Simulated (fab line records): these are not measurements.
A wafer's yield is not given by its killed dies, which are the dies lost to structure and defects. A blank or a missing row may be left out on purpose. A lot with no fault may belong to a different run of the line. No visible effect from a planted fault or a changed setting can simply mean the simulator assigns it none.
One fault through the eyes of 2 desks    flow rit_cmos    numbers are kept per desk, each desk with only its own; the story behind them comes last

## FOR THE TOOL OWNER'S DESK: litho_track-04
The tool's own readings at RIT_NSD_COAT_01 (resist thk 1000 nm): means of the sampled wafers that have a number, for each lot that ran on this tool. A lot is out of limits, marked OUT, if its mean lies more than 4 standard deviations from the usual mean; the brackets give that distance.
Columns: A = spin_speed_rpm at RIT_NSD_COAT_01, usual 3250.4 rpm
lot   first seen here  A
L861  day 4 14:34      3250.5
L863  day 5 00:07      3252.5
L864  day 5 05:44      3250.5
This desk's finding: nothing out of limits on any of the 3 lots.

## THE METROLOGY DESK
What the gauges read for every lot (on any tool): the sampled wafers with a number, averaged. A lot is out of limits, marked OUT, if its mean lies more than 4 standard deviations from the usual mean; the brackets give that distance.
Columns: A = PLDD_OVL at RIT_PLDD_OVL_MEAS_06, usual 0.0 nm; B = PLDD_TW at RIT_PLDD_TW_MEAS_10, usual 2345; C = SPACER_NITRIDE_THK at RIT_SPACER_THK_MEAS_04, usual 249.5 nm; D = NSD_OVL at RIT_NSD_OVL_MEAS_06, usual -0.7 nm
lot   first seen here  A     B     C      D
L855  day 3 10:10      1.3   2335  251.7  -1.4
L861  day 4 11:21      -1.2  2321  250.6  -0.1
L863  day 4 20:53      -0.2  2333  246.7  -0.7
L864  day 5 02:31      -1.8  2318  250.2  0.3
L874  day 7 04:39      -0.1  2371  250.4  -1.5
L875  day 7 08:28      0.0   2322  248.5  -0.9
This desk's finding: nothing out of limits on any of the 6 lots.

## BROUGHT TOGETHER
Nothing out of limits was seen by the tool owner's desk.
At the metrology desk, nothing out of limits was observed.

## WHAT THE SIMULATOR PUT IN
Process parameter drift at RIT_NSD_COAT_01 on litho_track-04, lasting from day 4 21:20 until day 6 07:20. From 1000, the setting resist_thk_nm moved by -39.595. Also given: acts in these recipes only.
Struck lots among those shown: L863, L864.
